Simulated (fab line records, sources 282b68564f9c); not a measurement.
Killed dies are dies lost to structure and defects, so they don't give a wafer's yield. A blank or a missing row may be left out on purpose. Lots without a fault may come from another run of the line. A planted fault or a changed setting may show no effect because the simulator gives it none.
A struck lot beside a sound one | flow rit_cmos | 15 steps out of a route of 202
Sound: wafers L995.1, L995.3, L995.4. Struck: wafers L997.1, L997.3, L997.5. The cause comes at the end.
At each step with rows: each side's tool, then ch and its chambers, then its first start. Under that, the readings that differ: sound wafers | struck wafers | difference of the means | sigmas: that difference in standard deviations of wafers without a fault.
alike: readings whose means differ by less than 2 such deviations, and words and numbers that are the same on both sides. not compared: withheld readings, readings that some wafer has no value for, bounds like >300 that may hide the same value, and numbers for which the record gives no deviation and whose values overlap.
The two part at a step that has a row with sigmas, a row that says differs or no value, or rows on one side only. Numbers that don't overlap but have no deviation are shown without sigmas and don't part them. A reading that every wafer of one side lacks parts them only if that side has two wafers or more.

RIT_GATE_THK_MEAS_07:
  sound on film_metro-01, day 4 11:56; struck on film_metro-03, day 4 22:09
  alike: GATE_OXIDE_THK
then, 1 step without rows for these wafers: RIT_GATE_CVD_08 (deposits poly-Si from SiH4, target thk 250 nm, time 2220 s).
RIT_GATE_THK_MEAS_09:
  sound on film_metro-04, day 4 13:37; struck on film_metro-04, day 4 23:49
  alike: GATE_POLY_THK
then, 6 steps without rows for these wafers: RIT_GATE_HMDS_10 (prime time 60 s); RIT_GATE_COAT_11 (resist thk 850 nm); RIT_GATE_SOFTBAKE_12 (time 60 s); RIT_GATE_EXPOSE_13 (exposes mask M6, target cd 150 nm); RIT_GATE_PEB_14; RIT_GATE_DEVELOP_15 (develop time 50 s).
RIT_GATE_CD_MEAS_16: target cd 150 nm.
  sound on cd_sem-01, day 4 14:40; struck on cd_sem-01, day 5 00:44
  alike: cd_nm
RIT_GATE_OVL_MEAS_17:
  sound on overlay-01, day 4 14:47; struck on overlay-02, day 5 00:51
  alike: GATE_OVL
then, 1 step without rows for these wafers: RIT_GATE_HARDBAKE_18 (time 60 s).
RIT_GATE_ETCH_19: etches poly-Si in SF6/CHF3/O2, stops on SiO2, time 165 s, target depth 312.5 nm.
  sound on rie_si-01 ch 0,2, day 4 14:58; struck on rie_si-01 ch 0,3, day 5 01:02
  no value came back on the struck wafers for any of 5 readings (CHF3_flow_sccm (sccm), O2_flow_sccm (sccm) and others); on the sound wafers CHF3_flow_sccm (sccm) reads 30.10 30.12 29.96
  reading                                   | sound           | struck            | difference | sigmas
  model.NOVOLAK_of_GATE_COAT_11.thk_nm (nm) | 672 670.7 667.8 | 754.4 755.7 754.8 | +84.8      |
  not compared: rf_hours_counter_h, model.SiO2_of_FOX2_OXIDATION_00.thk_nm
RIT_GATE_STRIP_20: strips in O2, time 180 s.
  sound on plasma_asher-02 ch 0,1, day 4 15:04; struck on plasma_asher-03 ch 0,1, day 5 01:09
  alike: drypump_motor_current_A
  not compared: rf_hours_counter_h
RIT_GATE_CD_MEAS_90: target cd 150 nm.
  sound on cd_sem-01, day 4 15:15; struck on cd_sem-01, day 5 01:19
  reading    | sound             | struck | difference                    | sigmas
  cd_nm (nm) | 150.0 148.9 149.0 | - - -  | no value on the struck wafers |

WHERE THEY PART
First at RIT_GATE_ETCH_19; last, within this record, at RIT_GATE_CD_MEAS_90.

WHY: what the simulator had put in
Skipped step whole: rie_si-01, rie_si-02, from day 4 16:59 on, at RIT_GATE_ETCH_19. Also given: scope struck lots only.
